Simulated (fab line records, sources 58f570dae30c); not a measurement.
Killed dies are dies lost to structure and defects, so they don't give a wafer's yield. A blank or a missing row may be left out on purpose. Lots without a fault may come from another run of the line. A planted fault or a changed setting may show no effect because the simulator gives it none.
Which tool did it? | flow berkeley_cmos170 | 14 lots, 42 wafers sampled, at 2 steps of a route of 331

WHAT THE GAUGES READ, wafer by wafer
UCB170_M1_OVL_MEAS_10. Usual: M1_OVL 6 nm, standard deviation 4.9.
lot  | measured     | on         | M1_OVL (nm) | flag
L811 | day 8 22:26  | overlay-02 | 9 12 6      |
L810 | day 8 23:23  | overlay-02 | 5 1 9       |
L812 | day 9 05:10  | overlay-01 | 4 10 5      |
L815 | day 9 10:00  | overlay-01 | 1 6 4       |
L818 | day 10 06:32 | overlay-02 | -6 -4 -4    |
L819 | day 10 06:47 | overlay-02 | 3 0 7       |
L817 | day 10 07:04 | overlay-01 | 4 2 8       |
L821 | day 10 17:09 | overlay-02 | 3 3 3       |
L823 | day 11 04:36 | overlay-02 | 7 2 7       |
L825 | day 11 12:33 | overlay-02 | 12 17 11    |
L828 | day 11 14:10 | overlay-02 | 8 11 12     |
L829 | day 11 21:38 | overlay-02 | 2 14 13     |
L831 | day 12 20:11 | overlay-01 | -1 5 -1     |
L830 | day 12 20:27 | overlay-02 | 6 7 11      |

UCB170_V1_OVL_MEAS_13. Usual: V1_OVL 0 nm, standard deviation 5.4.
lot  | measured     | on         | V1_OVL (nm) | flag
L811 | day 9 02:14  | overlay-01 | 11 6 2      |
L810 | day 9 03:50  | overlay-02 | 2 5 5       |
L812 | day 9 09:47  | overlay-02 | 3 -3 -5     |
L815 | day 9 16:37  | overlay-02 | 6 -3 8      |
L818 | day 10 11:31 | overlay-02 | -10 -4 -7   |
L819 | day 10 13:08 | overlay-01 | -7 -9 -12   |
L817 | day 10 13:25 | overlay-01 | -6 -2 -1    |
L821 | day 11 00:09 | overlay-01 | -1 1 -1     |
L823 | day 11 08:52 | overlay-01 | -1 -7 -2    |
L825 | day 11 20:31 | overlay-02 | -3 -2 0     |
L828 | day 11 20:15 | overlay-02 | -2 3 2      |
L829 | day 12 01:20 | overlay-01 | -5 4 2      |
L831 | day 13 02:30 | overlay-02 | 2 -9 0      |
L830 | day 13 02:16 | overlay-01 | -4 1 -1     |

WHICH TOOL RAN EACH LOT (tool, then ch and the chambers of the sampled wafers, then the start)
The record holds no process step before these readings.

WHAT THE TOOLS THEMSELVES READ (means of the sampled wafers that have a number; where no wafer has one, the mark that the record gives instead)
The record holds no such reading with a usual standard deviation.

THE ANSWER, worked out from the rows above alone
Rule: a lot is off if the mean of its wafers that have a number lies more than 3 standard deviations from the usual mean. A lot without any number at a reading at which 4 lots or more have one is off too. The other lots that the step has rows for count as sound. The gauges are gone through in route order, then the tools' own readings, and for those a lot's mean is taken as printed above. The first step at which some lot is off is used, and at that step the reading that is off furthest; a lot without a number counts as furthest.
No lot is off at any reading shown: from this, nothing can be told.

WHAT THE SIMULATOR HAD PUT IN
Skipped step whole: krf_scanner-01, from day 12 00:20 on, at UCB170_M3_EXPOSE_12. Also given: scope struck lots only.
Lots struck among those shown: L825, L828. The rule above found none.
